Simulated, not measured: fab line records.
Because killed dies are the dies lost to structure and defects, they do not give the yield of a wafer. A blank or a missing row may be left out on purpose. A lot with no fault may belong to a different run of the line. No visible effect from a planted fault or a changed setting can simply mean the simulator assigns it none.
Which tool was responsible?    flow rit-cmos    7 lots, 21 wafers sampled, at 3 steps of a route of 202

== WHAT THE GAUGES SHOWED, per wafer ==
RIT_NRETRO_TW_MEAS_10.
lot   measured     on             NRETRO_TW
L945  day 2 11:49  film-metro-02  1046 1042 1048
L948  day 3 02:55  film-metro-03  1096 1095 1099
L950  day 3 12:13  film-metro-04  1100 1095 1104
L957  day 4 23:14  film-metro-02  1049 1054 1053
L962  day 6 00:16  film-metro-04  1045 1050 1050
L964  day 6 10:26  film-metro-04  1044 1044 1045
L966  day 6 19:29  film-metro-02  1046 1055 1056

== TOOL THAT RAN EACH LOT (tool first, then ch and the chambers of the sampled wafers, then the start) ==
lot   RIT_NRETRO_IMPLANT_08           RIT_NRETRO_STRIP_09
L945  implanter-03 ch 0, day 2 11:29  plasma-asher-01 ch 0,1, day 2 11:38
L948  implanter-02 ch 0, day 3 02:36  plasma-asher-01 ch 0,1, day 3 02:43
L950  implanter-02 ch 0, day 3 11:54  plasma-asher-04 ch 0,1, day 3 12:03
L957  implanter-01 ch 0, day 4 22:57  plasma-asher-04 ch 0,1, day 4 23:05
L962  implanter-01 ch 0, day 5 23:56  plasma-asher-01 ch 0,1, day 6 00:05
L964  implanter-01 ch 0, day 6 10:08  plasma-asher-04 ch 0,1, day 6 10:16
L966  implanter-03 ch 0, day 6 19:10  plasma-asher-03 ch 0,1, day 6 19:19
- RIT_NRETRO_IMPLANT_08
- RIT_NRETRO_STRIP_09: strips in O2, time 180 s.

== THE ANSWER, worked out from the rows above alone ==
Rule: what is usual is taken from the lots themselves. Put in order of their means at a reading, lots are off if they are a third of the lots or fewer, leave a main group of 4 or more, and stand apart from it by a gap of 3 or more times the standard deviation of the main group's means; of several such gaps the widest counts. A main group is skipped when, at the precision printed for the reading in the tables above, its means are all equal. Also off: a lot with no number at a reading for which 4 or more lots have one. The other lots that the step has rows for count as sound.
Off: at RIT_NRETRO_TW_MEAS_10 (NRETRO_TW), L948, L950. The main group: mean 1048, standard deviation 3.3.
A tool fits if, at a process step before that reading, it ran every lot that is off, and no sound lot after the first of them. Those tools and the gauges at RIT_NRETRO_TW_MEAS_10 are tried in the same way. One fits: implanter-02 at RIT_NRETRO_IMPLANT_08. It ran no sound lot before its first lot that is off in this sample, so the start can't be narrowed down.

== WHAT HAD BEEN PUT IN BY THE SIMULATOR ==
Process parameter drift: implanter-02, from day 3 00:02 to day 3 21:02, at RIT_NRETRO_IMPLANT_08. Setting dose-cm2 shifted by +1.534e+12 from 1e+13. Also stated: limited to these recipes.
Shown lots that were struck: L948, L950. The rule above reached the same finding.
